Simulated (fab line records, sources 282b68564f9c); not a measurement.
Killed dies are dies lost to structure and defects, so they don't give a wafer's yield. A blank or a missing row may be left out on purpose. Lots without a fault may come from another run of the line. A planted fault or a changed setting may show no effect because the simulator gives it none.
Problem report in the 8D (eight disciplines) form, filled by code | flow rit_cmos | the parts of the form that need people (team, actions taken, sign-off) are left out

1. THE PROBLEM
M1_AL_RS at RIT_M1_RS_MEAS_01 reads a mean of 0.0653 ohm/sq on 2 wafers of 2 lots; wafers without a fault read 0.0735 ohm/sq with a standard deviation of 0.00072. That is -11 standard deviations from the usual mean.
The step: measures by four-point-probe.
First seen on wafer L629.2, day 6 18:43, on film_metro-04. The record holds 42 wafers of 14 lots with a number at this step. Rule for "out", or "out of limits": more than 4 standard deviations from the usual mean. The other wafers with a number count as sound.

2. WHAT IT IS AND WHAT IT IS NOT
question                    | is               | is not
which readings at this step | M1_AL_RS         | -
which lots                  | L629, L631       | L614, L615, L616, L617, L618, L620, L622, L623, L627, L635, L636, L637
which wafers of those lots  | L629.2, L631.3   | L629.3, L629.4, L631.1, L631.5
read on which gauges        | film_metro-04    | film_metro-01, film_metro-02
when                        | from day 6 18:43 | up to then (29 sound wafers); but 11 sound wafers of L631, L635, L636, L637 came after

3. SUSPECTS, AND WHAT RULES EACH OUT
Counting: a tool at a process step up to the reading stays a suspect if it ran every lot that is out. Sound lots after the first of them don't rule it out here, since some wafers of a struck lot are sound.
- the gauge at RIT_M1_RS_MEAS_01: ruled out. All the wafers that are out were read on film_metro-04, but those of them that RIT_M1_METAL_ETCH_12 has rows for are out there too, on other tools.
- pvd_sputter-01 at RIT_M1_SPUTTER_00 (material Al, target thk 400 nm, time 500 s): kept. It ran every lot that is out, first L629 (day 6 18:24); its last sound lot up to then is L627 (day 5 22:44).
Left after counting: pvd_sputter-01 at RIT_M1_SPUTTER_00.

4. THE CAUSE (what the simulator had put in)
Process parameter drift: pvd_sputter-01, from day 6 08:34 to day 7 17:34, at RIT_M1_SPUTTER_00. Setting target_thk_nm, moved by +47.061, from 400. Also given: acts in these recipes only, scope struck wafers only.
Counting left only this tool.

5. THE CHAIN OF EFFECTS, in route order
Each row: a reading whose mean over the struck wafers that have a number lies more than 3 standard deviations from the usual. Only readings for which the record gives a usual standard deviation are gone through. hours: the time from each lot's start at the first step in this table that gives one to its start at this step, as a median over the lots. sigmas: the change in usual standard deviations.
hours | step                 | reading            | usual         | on struck wafers | change  | sigmas
0     | RIT_M1_RS_MEAS_01    | M1_AL_RS           | 0.0735 ohm/sq | 0.0653           | -0.0082 | -11
0     | RIT_M1_THK_MEAS_02   | M1_AL_THK          | 398 nm        | 445              | +47     | +11
2     | RIT_M1_METAL_ETCH_12 | oes_product_au     | 0.784 a.u.    | 0.849            | +0.065  | +5.9
4     | RIT_M1_PROBE_99      | killed_at_M0_to_M3 | 0.0           | 0.5              | +0.5    | +4.2
The process steps in it:
- RIT_M1_METAL_ETCH_12: etches Al in Cl2/BCl3, stops on SiO2, time 165 s, target depth 600 nm.
- RIT_M1_PROBE_99

6. WHAT WOULD HAVE CAUGHT IT SOONER
In this record the first reading out of limits at a measuring or inspecting step was taken at day 6 18:43, 10 hours after the fault began at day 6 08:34.
Of the tool readings at RIT_M1_SPUTTER_00 for which the record gives a usual standard deviation, none was out on any struck wafer, so an alarm limit of 4 standard deviations on them would not have fired.
Of the lots that are out (2), L631 began RIT_M1_SPUTTER_00 on pvd_sputter-01 after day 6 18:43. A hold on the tool at that time would have spared it.
